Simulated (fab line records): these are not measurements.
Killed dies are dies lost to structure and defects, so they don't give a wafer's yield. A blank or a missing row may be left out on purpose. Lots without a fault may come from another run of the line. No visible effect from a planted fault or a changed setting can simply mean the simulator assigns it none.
A struck lot beside a sound one | flow rit cmos | 15 out of 202 route steps
Sound: these wafers, L514.2, L514.3, L514.4. Struck: wafers L525.4, L525.5 (left out: L525.6, a lot-mate that was not struck); the cause follows at the end.
Order at every step that has rows: each side's tool, ch and its chambers, its first start. Under that, the readings that differ: sound wafers | struck wafers | difference of the means | sigmas: that difference in standard deviations of wafers without a fault.
alike: readings whose means differ by less than 2 such deviations, and words and numbers that are the same on both sides. not compared: withheld readings, readings that some wafer has no value for, bounds like >300 that may hide the same value, and numbers for which the record gives no deviation and whose values overlap.
The two part at a step that has a row with sigmas, a row that says differs or no value, or rows on one side only. When numbers do not overlap yet have no deviation, they are printed without sigmas and do not part them. Lack of a reading on every wafer of one side parts them only where that side has two or more wafers.

RIT_M1_SPUTTER_00: material Al, target thk 400 nm, time 522.4 s.
  struck on pvd sputter-03, day 5 22:35; sound on pvd sputter-04, day 3 12:19
  alike: throttle valve pct
RIT_M1_RS_MEAS_01: uses a four-point probe to measure.
  struck on film metro-01, day 5 22:56; sound on film metro-01, day 3 12:38
  reading           | sound                | struck        | difference | sigmas
  M1_AL_RS (ohm/sq) | 0.0717 0.0717 0.0719 | 0.0696 0.0698 | -0.0021    | -4
RIT_M1_THK_MEAS_02: measures by xrf.
  struck on film metro-01, day 5 23:02; sound on film metro-01, day 3 12:45
  reading        | sound       | struck  | difference | sigmas
  M1_AL_THK (nm) | 411 410 412 | 424 424 | +13        | +4
then, 6 steps without rows for these wafers: RIT_M1_HMDS_03 (prime time 60 s); RIT_M1_COAT_04 (resist thk 1300 nm); RIT_M1_SOFTBAKE_05 (time 60 s); RIT_M1_EXPOSE_06 (exposes mask M12, target cd 2600 nm); RIT_M1_PEB_07; RIT_M1_DEVELOP_08 (develop time 68 s).
RIT_M1_CD_MEAS_09: the cd target is 2600 nm.
  struck on cd sem-01, day 6 00:00; sound on cd sem-01, day 3 13:49
  alike: cd nm
RIT_M1_OVL_MEAS_10:
  struck on overlay-02, day 6 00:05; sound on overlay-01, day 3 13:57
  alike: M1_OVL
then, 1 step without rows for these wafers: RIT_M1_HARDBAKE_11 (time 120 s).
RIT_M1_METAL_ETCH_12: etches Al in Cl2/BCl3, stops on SiO2, time 165 s, target depth 600 nm.
  sound on rie metal-02 ch 0,1, day 3 14:14; struck on rie metal-01 ch 0, day 6 00:24
  reading                                 | sound             | struck      | difference | sigmas
  model.NOVOLAK_of_M1_COAT_04.thk nm (nm) | 809.7 800.6 815.1 | 798.1 797.3 | -10.8      |
  alike: drypump motor current A, mfc cl2 sccm, oes product au, throttle valve pct
  not compared: rf hours counter h
then, 1 step without rows for these wafers: RIT_M1_STRIP_13 (strips in nmp, time 600 s).
RIT_M1_PROBE_99:
  sound wafers here have rows in the record (prober-01, day 3 16:32); struck ones have none

== WHERE THEY PART ==
Last at RIT_M1_PROBE_99 as far as this record goes, first at RIT_M1_RS_MEAS_01.

WHY: the cause the simulator had injected
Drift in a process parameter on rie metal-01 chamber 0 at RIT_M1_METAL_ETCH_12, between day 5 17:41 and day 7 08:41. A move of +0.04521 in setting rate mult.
